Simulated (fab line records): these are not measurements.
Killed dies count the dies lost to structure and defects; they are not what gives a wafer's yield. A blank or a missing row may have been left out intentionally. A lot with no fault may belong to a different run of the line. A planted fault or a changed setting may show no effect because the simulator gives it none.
8D (eight disciplines) problem report, filled in by code -- flow berkeley-cmos170 -- the parts of the form that need people (team, actions taken, sign-off) are left out

1. THE ISSUE
oes-product-au at UCB170_CONTACT_ETCH_17 reads a mean of 1.290 a.u. on 6 wafers of 2 lots; wafers without a fault read 1.006 a.u. with a standard deviation of 0.021. That is +14 standard deviations from the usual mean.
The step: etches BARC in N2/H2.
First observed at day 10 12:53: wafer L746.1, on rie-diel-03. At this step, 42 wafers from 14 lots have a number in the record. By rule, "out" or "out of limits" means more than 4 standard deviations away from the usual mean. The rest of the wafers with a number are treated as sound.

2. WHAT IT IS; WHAT IT IS NOT
question,is,is not
which readings at this step,oes-product-au,"bias-w, drypump-motor-current-A, n2-flow-sccm, throttle-valve-pct"
which lots,"L743, L746","L734, L735, L737, L739, L748, L750, L751, L752, L753, L754, L755, L757"
which wafers of those lots,all that have a number,-
read on which tools,rie-diel-03,"rie-diel-01, rie-diel-02"
when,from day 10 12:53,"up to then (12 sound wafers); but 24 sound wafers of L748, L750, L751, L752, L753, L754, L755, L757 came after"

3. WHAT RULES OUT EACH SUSPECT
Counting: a tool at a process step up to the reading stays a suspect if it ran every lot that is out and no sound lot after the first of them.
- rie-diel-02 at UCB170_SPACER_ETCHBACK_03 (etches SiO2 in CHF3/CF4/Ar, stops on Si, target depth 376 nm, time 100 s): ruled out as a lasting fault. The sound lots L750, L751 went through it after L746, its earliest lot that is out (day 10 02:08).
- rie-diel-03 at UCB170_CONTACT_ETCH_17 (etches BARC in N2/H2): ruled out as a lasting fault. The sound lots L757 went through it after L746, its earliest lot that is out (day 10 12:53).
Left after counting: nothing in the record.

4. THE CAUSE (what the simulator had put in)
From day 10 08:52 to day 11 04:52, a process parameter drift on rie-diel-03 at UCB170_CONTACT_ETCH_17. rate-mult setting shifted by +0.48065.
Counting ruled it out, wrongly.

5. SEQUENCE OF EFFECTS, ordered by route
Rows list readings where the struck wafers' mean (over those with a number) sits beyond 3 standard deviations from the usual. Only readings whose record carries a usual standard deviation are examined. hours: median over the lots of the time between each lot's start at the first step of this table that gives one and its start at this step. sigmas: the change, counted in usual standard deviations.
hours,step,reading,usual,on struck wafers,change,sigmas
0,UCB170_CONTACT_ETCH_17,oes-product-au,1.006 a.u.,1.290,+0.284,+14
Here are the process steps it includes:
- UCB170_CONTACT_ETCH_17: etches BARC in N2/H2.

6. WHAT WOULD HAVE CAUGHT IT SOONER
First out-of-limits reading in this record: day 10 12:53, which is 4 hours after fault onset at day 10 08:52.
